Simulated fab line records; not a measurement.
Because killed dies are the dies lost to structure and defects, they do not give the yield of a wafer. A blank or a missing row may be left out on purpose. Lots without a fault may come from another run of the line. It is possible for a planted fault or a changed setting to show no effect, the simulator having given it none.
A lot that was struck, set against a sound lot || flow berkeley-cmos170 || 15 steps out of a route of 331
Sound: these wafers, L442.1, L442.2, L442.4. Wafers L437.1, L437.2, L437.6 were the ones struck. The cause is named last.
Per side, at each step with rows, come the tool, then ch with its chambers, and then its first start. Under that, the readings that differ: sound wafers || struck wafers || difference of the means || sigmas: that difference in standard deviations of wafers without a fault.
alike: same words and numbers on both sides, and readings whose means sit less than 2 such deviations apart. not compared: any withheld reading, any reading some wafer has no value for, any bound like >300 that may hide the same value, and any number with overlapping values for which the record gives no deviation.
A row with sigmas, a row that says differs or no value, or rows on one side alone: a step with any of these is where the two part. When numbers do not overlap yet have no deviation, they are printed without sigmas and do not part them. Lack of a reading on every wafer of one side parts them only where that side has two or more wafers.

first, 6 steps without rows for these wafers: UCB170_PVT_HMDS_00 (prime time 60 s); UCB170_PVT_COAT_01 (resist thk 900 nm); UCB170_PVT_SOFTBAKE_02 (time 60 s); UCB170_PVT_EXPOSE_03 (exposes mask NWELL, target cd 3000 nm); UCB170_PVT_PEB_04; UCB170_PVT_DEVELOP_05 (develop time 45 s).
UCB170_PVT_OVL_MEAS_06:
  sound on overlay-02 at day 10 17:32; struck on overlay-01 at day 9 16:19
  alike: PVT_OVL
after that, 1 step had no rows for these wafers: UCB170_PVT_IMPLANT_07.
UCB170_PVT_STRIP_08: strips in O2.
  sound on plasma-asher-04 ch 0,1, day 10 17:43; struck on plasma-asher-03 ch 0,1, day 9 16:31
  alike: drypump-motor-current-A, oes-product-au, strip-time-to-endpoint-s
  not compared: rf-hours-counter-h
UCB170_PVT_TW_MEAS_09:
  sound on film-metro-02 at day 10 17:49; struck on film-metro-04 at day 9 16:37
  alike: PVT_TW
then, 1 step without rows for these wafers: UCB170_GATE_WET_ETCH_00 (etches SiO2 in dHF, time 200 s).
UCB170_FIELD_THK_MEAS_91:
  sound on film-metro-04 at day 10 17:56; struck on film-metro-02 at day 9 16:44
  alike: FIELD_OXIDE_LEFT_2_THK
UCB170_GATE_OXIDATION_01: target thk 6.6 nm, ox time 1800 s.
  sound on furnace-04 ch 0, day 10 22:01; struck on furnace-01 ch 0, day 11 04:26
UCB170_GATE_THK_MEAS_02:
  sound on film-metro-01 at day 10 23:31; struck on film-metro-02 at day 11 05:56
  alike: GATE_OXIDE_THK
UCB170_M3_PROBE_99:
  sound on prober-02 at day 13 02:55; struck on prober-02 at day 13 05:37
{"reading": "model.etest.nmos_0p35.gate-bv-v (V)", "sound": "8.801 8.881 8.776", "struck": "8.193 8.245 8.303", "difference": -0.572, "sigmas": ""}
{"reading": "model.etest.pmos_0p35.gate-bv-v (V)", "sound": "9.101 9.073 9.087", "struck": "8.533 8.502 8.578", "difference": -0.549, "sigmas": ""}
{"reading": "model.etest.nmos_0p35.bv-v (V)", "sound": "8.527 8.558 8.511", "struck": "8.343 8.367 8.405", "difference": -0.160, "sigmas": ""}
{"reading": "model.etest.nmos_0p6.bv-v (V)", "sound": "8.546 8.564 8.495", "struck": "8.323 8.377 8.397", "difference": -0.169, "sigmas": ""}
{"reading": "model.etest.pmos_0p6.bv-v (V)", "sound": "8.409 8.387 8.37", "struck": "8.272 8.251 8.296", "difference": -0.116, "sigmas": ""}
{"reading": "model.etest.pmos_0p35.bv-v (V)", "sound": "8.304 8.404 8.29", "struck": "8.207 8.22 8.256", "difference": -0.105, "sigmas": ""}

== WHERE THEY PART ==
Nowhere in this record.

WHY: what had been put in by the simulator
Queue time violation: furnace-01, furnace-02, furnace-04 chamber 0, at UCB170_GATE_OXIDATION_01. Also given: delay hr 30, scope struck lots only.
